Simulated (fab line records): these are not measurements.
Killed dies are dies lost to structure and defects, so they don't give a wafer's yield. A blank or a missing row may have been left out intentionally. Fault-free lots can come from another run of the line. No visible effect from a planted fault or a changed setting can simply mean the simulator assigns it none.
Which tool was responsible? || flow berkeleyCmos170 || Sampling: 14 lots, 42 wafers, 3 of 331 route steps

== WHAT THE GAUGES READ, wafer by wafer ==
UCB170_M1_RS_MEAS_01: measures by four-point-probe. Usual: M1_AL_RS typically reads 0.0485 ohm/sq, with standard deviation 0.00049.
{"lot": "L550", "measured": "day 7 09:08", "on": "filmMetro-02", "M1_AL_RS (ohm/sq)": "0.0489 0.0489 0.0488", "flag": ""}
{"lot": "L549", "measured": "day 7 09:32", "on": "filmMetro-01", "M1_AL_RS (ohm/sq)": "0.0477 0.0481 0.0483", "flag": ""}
{"lot": "L551", "measured": "day 7 13:46", "on": "filmMetro-02", "M1_AL_RS (ohm/sq)": "0.0481 0.0482 0.0481", "flag": ""}
{"lot": "L554", "measured": "day 7 22:11", "on": "filmMetro-02", "M1_AL_RS (ohm/sq)": "0.0494 0.0490 0.0496", "flag": ""}
{"lot": "L552", "measured": "day 8 01:05", "on": "filmMetro-01", "M1_AL_RS (ohm/sq)": "0.0492 0.0498 0.0495", "flag": ""}
{"lot": "L556", "measured": "day 8 10:59", "on": "filmMetro-04", "M1_AL_RS (ohm/sq)": "0.0506 0.0501 0.0505 0.0507 0.0502 0.0506", "flag": "OFF"}
{"lot": "L558", "measured": "day 8 23:35", "on": "filmMetro-02", "M1_AL_RS (ohm/sq)": "0.0507 0.0501 0.0504 0.0507 0.0503 0.0503", "flag": "OFF"}
{"lot": "L564", "measured": "day 10 05:16", "on": "filmMetro-02", "M1_AL_RS (ohm/sq)": "0.0485 0.0487 0.0484", "flag": ""}
{"lot": "L565", "measured": "day 10 07:14", "on": "filmMetro-04", "M1_AL_RS (ohm/sq)": "0.0487 0.0482 0.0485", "flag": ""}
{"lot": "L566", "measured": "day 10 19:02", "on": "filmMetro-04", "M1_AL_RS (ohm/sq)": "0.0488 0.0488 0.0491", "flag": ""}
{"lot": "L569", "measured": "day 11 09:38", "on": "filmMetro-04", "M1_AL_RS (ohm/sq)": "0.0482 0.0485 0.0483", "flag": ""}
{"lot": "L570", "measured": "day 11 19:34", "on": "filmMetro-02", "M1_AL_RS (ohm/sq)": "0.0485 0.0491 0.0489", "flag": ""}
{"lot": "L571", "measured": "day 11 21:18", "on": "filmMetro-02", "M1_AL_RS (ohm/sq)": "0.0486 0.0487 0.0488", "flag": ""}
{"lot": "L572", "measured": "day 11 21:49", "on": "filmMetro-04", "M1_AL_RS (ohm/sq)": "0.0485 0.0483 0.0479", "flag": ""}

UCB170_M1_THK_MEAS_02: measures by xrf. Usual: M1_AL_THK typically reads 597 nm, with standard deviation 6.9.
{"lot": "L550", "measured": "day 7 09:14", "on": "filmMetro-02", "M1_AL_THK (nm)": "596 592 597", "flag": ""}
{"lot": "L549", "measured": "day 7 09:38", "on": "filmMetro-01", "M1_AL_THK (nm)": "601 595 599", "flag": ""}
{"lot": "L551", "measured": "day 7 13:53", "on": "filmMetro-02", "M1_AL_THK (nm)": "603 601 603", "flag": ""}
{"lot": "L554", "measured": "day 7 22:19", "on": "filmMetro-02", "M1_AL_THK (nm)": "587 594 589", "flag": ""}
{"lot": "L552", "measured": "day 8 01:11", "on": "filmMetro-01", "M1_AL_THK (nm)": "584 578 584", "flag": ""}
{"lot": "L556", "measured": "day 8 14:57", "on": "filmMetro-04", "M1_AL_THK (nm)": "572 581 576 572 580 580", "flag": ""}
{"lot": "L558", "measured": "day 9 03:01", "on": "filmMetro-02", "M1_AL_THK (nm)": "571 577 573 574 578 573", "flag": "OFF"}
{"lot": "L564", "measured": "day 10 05:23", "on": "filmMetro-02", "M1_AL_THK (nm)": "596 589 598", "flag": ""}
{"lot": "L565", "measured": "day 10 07:21", "on": "filmMetro-04", "M1_AL_THK (nm)": "593 600 596", "flag": ""}
{"lot": "L566", "measured": "day 10 19:08", "on": "filmMetro-04", "M1_AL_THK (nm)": "600 597 597", "flag": ""}
{"lot": "L569", "measured": "day 11 09:45", "on": "filmMetro-04", "M1_AL_THK (nm)": "603 600 598", "flag": ""}
{"lot": "L570", "measured": "day 11 19:40", "on": "filmMetro-02", "M1_AL_THK (nm)": "599 594 596", "flag": ""}
{"lot": "L571", "measured": "day 11 21:25", "on": "filmMetro-02", "M1_AL_THK (nm)": "598 595 595", "flag": ""}
{"lot": "L572", "measured": "day 11 21:56", "on": "filmMetro-04", "M1_AL_THK (nm)": "595 599 608", "flag": ""}

== EACH LOT AND THE TOOL THAT RAN IT (in order: tool; ch and the chambers of the sampled wafers; start) ==
{"lot": "L550", "UCB170_M1_SPUTTER_00": "pvdSputter-01, day 7 09:03"}
{"lot": "L549", "UCB170_M1_SPUTTER_00": "pvdSputter-02, day 7 09:26"}
{"lot": "L551", "UCB170_M1_SPUTTER_00": "pvdSputter-02, day 7 13:43"}
{"lot": "L554", "UCB170_M1_SPUTTER_00": "pvdSputter-01, day 7 22:08"}
{"lot": "L552", "UCB170_M1_SPUTTER_00": "pvdSputter-02, day 8 00:59"}
{"lot": "L556", "UCB170_M1_SPUTTER_00": "pvdSputter-01, day 8 10:55"}
{"lot": "L558", "UCB170_M1_SPUTTER_00": "pvdSputter-01, day 8 23:31"}
{"lot": "L564", "UCB170_M1_SPUTTER_00": "pvdSputter-03, day 10 05:12"}
{"lot": "L565", "UCB170_M1_SPUTTER_00": "pvdSputter-03, day 10 07:10"}
{"lot": "L566", "UCB170_M1_SPUTTER_00": "pvdSputter-03, day 10 18:56"}
{"lot": "L569", "UCB170_M1_SPUTTER_00": "pvdSputter-03, day 11 09:34"}
{"lot": "L570", "UCB170_M1_SPUTTER_00": "pvdSputter-03, day 11 19:28"}
{"lot": "L571", "UCB170_M1_SPUTTER_00": "pvdSputter-02, day 11 21:13"}
{"lot": "L572", "UCB170_M1_SPUTTER_00": "pvdSputter-03, day 11 21:44"}
- UCB170_M1_SPUTTER_00: material Al, target thk 600 nm, time 80 s.

== AS READ BY THE TOOLS THEMSELVES (means over the sampled wafers that have a number; for cases with no such wafer, the mark the record gives instead) ==
UCB170_M1_SPUTTER_00. Usual: cathodeDcPowerW 6000.0 W, standard deviation 1.1; chamberPressurePa 0.4999 Pa, standard deviation 0.0011; throttleValvePct 30.8 %, standard deviation 1.1.
{"lot": "L550", "tool": "pvdSputter-01", "cathodeDcPowerW (W)": 5999.2, "chamberPressurePa (Pa)": 0.4998, "throttleValvePct (%)": 31.4, "flag": ""}
{"lot": "L549", "tool": "pvdSputter-02", "cathodeDcPowerW (W)": 5999.7, "chamberPressurePa (Pa)": 0.4993, "throttleValvePct (%)": 30.5, "flag": ""}
{"lot": "L551", "tool": "pvdSputter-02", "cathodeDcPowerW (W)": 6000.2, "chamberPressurePa (Pa)": 0.4998, "throttleValvePct (%)": 30.3, "flag": ""}
{"lot": "L554", "tool": "pvdSputter-01", "cathodeDcPowerW (W)": 6000.2, "chamberPressurePa (Pa)": 0.4994, "throttleValvePct (%)": 31.2, "flag": ""}
{"lot": "L552", "tool": "pvdSputter-02", "cathodeDcPowerW (W)": 5999.2, "chamberPressurePa (Pa)": 0.5003, "throttleValvePct (%)": 29.9, "flag": ""}
{"lot": "L556", "tool": "pvdSputter-01", "cathodeDcPowerW (W)": 5792.9, "chamberPressurePa (Pa)": 0.4993, "throttleValvePct (%)": 31.3, "flag": "OFF"}
{"lot": "L558", "tool": "pvdSputter-01", "cathodeDcPowerW (W)": 5793.0, "chamberPressurePa (Pa)": 0.4993, "throttleValvePct (%)": 30.5, "flag": "OFF"}
{"lot": "L564", "tool": "pvdSputter-03", "cathodeDcPowerW (W)": 5999.8, "chamberPressurePa (Pa)": 0.4997, "throttleValvePct (%)": 32.1, "flag": ""}
{"lot": "L565", "tool": "pvdSputter-03", "cathodeDcPowerW (W)": 5999.8, "chamberPressurePa (Pa)": 0.4997, "throttleValvePct (%)": 31.9, "flag": ""}
{"lot": "L566", "tool": "pvdSputter-03", "cathodeDcPowerW (W)": 6000.8, "chamberPressurePa (Pa)": 0.5004, "throttleValvePct (%)": 31.0, "flag": ""}
{"lot": "L569", "tool": "pvdSputter-03", "cathodeDcPowerW (W)": 6000.2, "chamberPressurePa (Pa)": 0.4994, "throttleValvePct (%)": 30.9, "flag": ""}
{"lot": "L570", "tool": "pvdSputter-03", "cathodeDcPowerW (W)": 5999.5, "chamberPressurePa (Pa)": 0.5012, "throttleValvePct (%)": 30.8, "flag": ""}
{"lot": "L571", "tool": "pvdSputter-02", "cathodeDcPowerW (W)": 5999.7, "chamberPressurePa (Pa)": 0.4991, "throttleValvePct (%)": 29.8, "flag": ""}
{"lot": "L572", "tool": "pvdSputter-03", "cathodeDcPowerW (W)": 6000.9, "chamberPressurePa (Pa)": 0.4993, "throttleValvePct (%)": 31.0, "flag": ""}

== THE ANSWER, worked out from the rows above alone ==
Rule: lot off if the mean of its wafers having a number is beyond 3 standard deviations from the usual mean. A lot without any number at a reading at which 4 lots or more have one is off too. Any other lot the step has rows for is counted as sound. First the gauges in route order, then the tools' own readings, where a lot's mean is used as printed above. The first step at which some lot is off is used, and at that step the reading that is off furthest; a lot without a number counts as furthest.
Off: at UCB170_M1_RS_MEAS_01 (M1_AL_RS), L556, L558.
If a tool, at a process step before that reading, ran all the lots that are off and no sound lot after the first of them, it fits. Not tried: the gauges at UCB170_M1_RS_MEAS_01; whatever is off there is also off at UCB170_M1_SPUTTER_00, on other tools, and gauge error can't account for it. One fits: UCB170_M1_SPUTTER_00 on pvdSputter-01. Its last sound lot is L554 (day 7 22:08), its first lot that is off L556 (day 8 10:55): a fault that began between those two fits.
The tool's own readings at UCB170_M1_SPUTTER_00 bear it out: on the lots that are off they differ by more than 5 times the standard deviation of the sound lots' means. cathodeDcPowerW reads 5792.9 W there against 5999.9 W on the sound lots.

== WHAT WAS PUT IN BY THE SIMULATOR ==
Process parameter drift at UCB170_M1_SPUTTER_00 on pvdSputter-01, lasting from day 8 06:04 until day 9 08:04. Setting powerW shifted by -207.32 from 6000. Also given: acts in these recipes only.
Struck lots among those shown: L556, L558. The rule given above showed the same thing.
